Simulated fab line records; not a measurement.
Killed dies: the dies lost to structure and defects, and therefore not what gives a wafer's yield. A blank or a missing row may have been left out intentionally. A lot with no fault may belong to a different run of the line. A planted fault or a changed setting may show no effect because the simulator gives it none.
Which of the tools did it? | flow berkeley_cmos170 | Sampling: 7 lots, 21 wafers, 2 of 331 route steps

## WHAT THE GAUGES READ, wafer by wafer
UCB170_V1_CD_MEAS_12: target cd 700 nm.
lot  | measured     | on        | cd_nm (nm)
L665 | day 7 08:10  | cd_sem-01 | 702.0 700.5 702.7
L672 | day 9 14:02  | cd_sem-01 | 713.3 712.6 713.8
L678 | day 10 04:42 | cd_sem-02 | 699.2 700.6 701.0
L679 | day 10 18:55 | cd_sem-01 | 700.6 699.9 700.9
L682 | day 11 06:49 | cd_sem-02 | 703.1 701.0 701.3
L684 | day 12 05:11 | cd_sem-01 | 696.2 696.9 695.4
L686 | day 12 13:43 | cd_sem-02 | 700.1 700.5 699.4

## WHICH TOOL RAN EACH LOT (tool, then ch and the chambers of the sampled wafers, then the start)
lot  | UCB170_V1_PEB_10
L665 | litho_track-02 ch 0, day 7 07:53
L672 | litho_track-04 ch 0, day 9 13:46
L678 | litho_track-01 ch 0, day 10 04:26
L679 | litho_track-01 ch 0, day 10 18:39
L682 | litho_track-02 ch 0, day 11 06:33
L684 | litho_track-02 ch 0, day 12 04:55
L686 | litho_track-01 ch 0, day 12 13:27
- UCB170_V1_PEB_10

## THE ANSWER, worked out from the rows above alone
Rule: usual is defined by the lots themselves. Put in order of their means at a reading, lots are off if they are a third of the lots or fewer, leave a main group of 4 or more, and stand apart from it by a gap of 3 or more times the standard deviation of the main group's means; of several such gaps the widest counts. A main group whose means are all the same, to the digits that the tables above print for the reading, isn't used. A lot without any number at a reading at which 4 lots or more have one is off too. All remaining lots with rows at the step are treated as sound.
Off at UCB170_V1_CD_MEAS_12 (cd_nm): L672. The main group has a mean of 700.1 nm with a standard deviation of 1.9.
A tool fits if, at a process step before that reading, it ran every lot that is off, and no sound lot after the first of them. The gauges at UCB170_V1_CD_MEAS_12 are tried like those tools. One fits: litho_track-04 at UCB170_V1_PEB_10. It ran no sound lot before its first lot that is off in this sample, so the start can't be narrowed down.

## WHAT THE SIMULATOR HAD INSERTED
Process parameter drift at UCB170_V1_PEB_10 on litho_track-04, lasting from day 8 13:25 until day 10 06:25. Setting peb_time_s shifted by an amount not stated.
Shown lots that were struck: L672. This agrees with what the rule above found.
